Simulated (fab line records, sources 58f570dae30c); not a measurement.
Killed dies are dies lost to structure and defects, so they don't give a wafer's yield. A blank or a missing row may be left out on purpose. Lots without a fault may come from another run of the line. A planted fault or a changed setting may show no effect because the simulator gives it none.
Chamber matching | flow berkeley_cmos170 | UCB170_V1_CMP_02 on cmp-02: 4 sister chambers
The step polishes SiO2. 8 wafers are shown with their chamber, then 9 later ones without.

WAFERS WITH THEIR CHAMBER
wafer  | chamber | motor_current_A (A) | platen_rpm (rpm)
L383.1 | 3       | 16.5                | 60.00
L383.6 | 1       | 17.2                | 60.04
L384.1 | 0       | 15.3                | 59.99
L384.2 | 2       | 17.3                | 60.03
L384.3 | 1       | 17.1                | 60.04
L385.1 | 3       | 16.5                | 60.03
L385.2 | 2       | 17.9                | 60.05
L385.3 | 0       | 15.6                | 59.99

WAFERS WITHOUT THEIR CHAMBER
wafer  | motor_current_A (A) | platen_rpm (rpm)
L388.1 | 16.9                | 60.06
L388.3 | 18.9                | 59.98
L388.4 | 16.8                | 59.93
L387.2 | 17.9                | 60.02
L387.3 | 16.1                | 60.01
L387.4 | 17.8                | 59.99
L389.1 | 15.8                | 60.01
L389.3 | 17.0                | 59.97
L389.6 | 17.6                | 60.00

WHICH CHAMBER EACH WENT THROUGH
wafer  | from the rows above          | in truth
L388.1 | can't be placed: 1 or 2      | 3
L388.3 | can't be placed: 2 or 1      | 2
L388.4 | can't be placed: 3 or 0 or 1 | 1
L387.2 | can't be placed: 2 or 1      | 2
L387.3 | can't be placed: 3 or 0      | 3
L387.4 | can't be placed: 2 or 1 or 3 | 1
L389.1 | can't be placed: 0 or 3      | 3
L389.3 | can't be placed: 3 or 1 or 2 | 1
L389.6 | can't be placed: 2 or 1 or 3 | 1
Placed correctly: 0 of 9. Can't be placed from these rows: 9 (the true chamber is among the candidates in 8). Placed wrongly: 0.
How it was worked out, from the rows above alone: a wafer's distance from a chamber is the root of the sum, over the readings, of the square of ((its reading less the chamber's mean) divided by the reading's scatter). The wafer belongs to the nearest chamber; if the next one is less than 2 further off, it can't be placed. A chamber's mean is the mean of its shown wafers. The scatter: the root of (the sum of the squares of (reading less its chamber's mean) over the shown wafers, divided by (wafers less chambers)).
